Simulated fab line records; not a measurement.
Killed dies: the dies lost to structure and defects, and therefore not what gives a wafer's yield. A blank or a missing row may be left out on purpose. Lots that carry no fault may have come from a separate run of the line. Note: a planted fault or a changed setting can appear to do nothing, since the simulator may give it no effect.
Problem report in the 8D (eight disciplines) form, filled by code :: flow berkeley_cmos170 :: the parts of the form that need people (team, actions taken, sign-off) are left out

== 1. THE ISSUE ==
Wafers free of any fault read 229.2 nm (standard deviation 1.9) for NWELL_NITRIDE_THK at UCB170_NWELL_THK_MEAS_05, against a mean of 138.7 nm on 6 wafers of 2 lots. That puts it -48 standard deviations away from the usual mean.
The first sign was on wafer L842.2 at day 3 15:41, on film_metro-03. At this step, 42 wafers from 14 lots have a number in the record. Rule for "out" (also "out of limits"): further than 4 standard deviations from the usual mean. The other wafers with a number count as sound.

== 2. WHAT IT IS AND WHAT IT IS NOT ==
question: which readings at this step
is: NWELL_NITRIDE_THK
is not: -

question: which lots
is: L842, L843
is not: L836, L837, L838, L839, L840, L841, L848, L852, L856, L857, L858, L859

question: which wafers of those lots
is: all that have a number
is not: -

question: read on which gauges
is: film_metro-02, film_metro-03
is not: film_metro-04

question: when
is: from day 3 15:41
is not: up to then (18 sound wafers); but 18 sound wafers of L848, L852, L856, L857, L858, L859 came after

== 3. THE SUSPECTS, EACH WITH WHAT RULES IT OUT ==
Counting: a tool at any process step up to the reading remains a suspect when it ran all the lots that are out and ran no sound lot after the first of those.
- the gauge at UCB170_NWELL_THK_MEAS_05 has been ruled out. 2 gauges (film_metro-02, film_metro-03) read the wafers that are out.
- lpcvd-02 at UCB170_NWELL_CVD_04 (deposits Si3N4 from SiH2Cl2/NH3, target thk 224 nm, time 3360 s): ruled out as a lasting fault. Sound lots L857, L858, L859 ran on it after its first lot that is out, L842 (day 3 12:46).
Left after counting: nothing in the record.

== 4. THE CAUSE (what the simulator had put in) ==
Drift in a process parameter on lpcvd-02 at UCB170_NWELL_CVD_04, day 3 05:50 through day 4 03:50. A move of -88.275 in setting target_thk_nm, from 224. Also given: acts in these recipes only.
It was ruled out by counting, in error; the rule expects a fault to strike all lots run on its tool from its start on, and this fault did not.

== 5. THE CHAIN OF EFFECTS, in route order ==
Rows list readings where the struck wafers' mean (over those with a number) sits beyond 3 standard deviations from the usual. Only readings for which the record gives a usual standard deviation are gone through. hours: the time from each lot's start at the first step in this table that gives one to its start at this step, as a median over the lots. sigmas: the change in usual standard deviations.
hours: 0
step: UCB170_NWELL_THK_MEAS_05
reading: NWELL_NITRIDE_THK
usual: 229.2 nm
on struck wafers: 138.7
change: -90.5
sigmas: -48

hours: 1
step: UCB170_NWELL_ETCH_13
reading: oes_product_au
usual: 0.953 a.u.
on struck wafers: 0.734
change: -0.219
sigmas: -17
The process steps in it:
- UCB170_NWELL_ETCH_13: etches Si3N4 in CH3F/Ar/O2, stops on SiO2, target depth 246.4 nm, time 154 s.
Later steps that measure or inspect, where all struck wafers having a row at the step show a number for every such reading and not one has moved that far: UCB170_M1_CD_MEAS_09, UCB170_V2_THK_MEAS_04.

== 6. WHAT WOULD HAVE CAUGHT IT SOONER ==
In this record the first reading out of limits at a measuring or inspecting step was taken at day 3 15:41, 10 hours after the fault began at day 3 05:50.
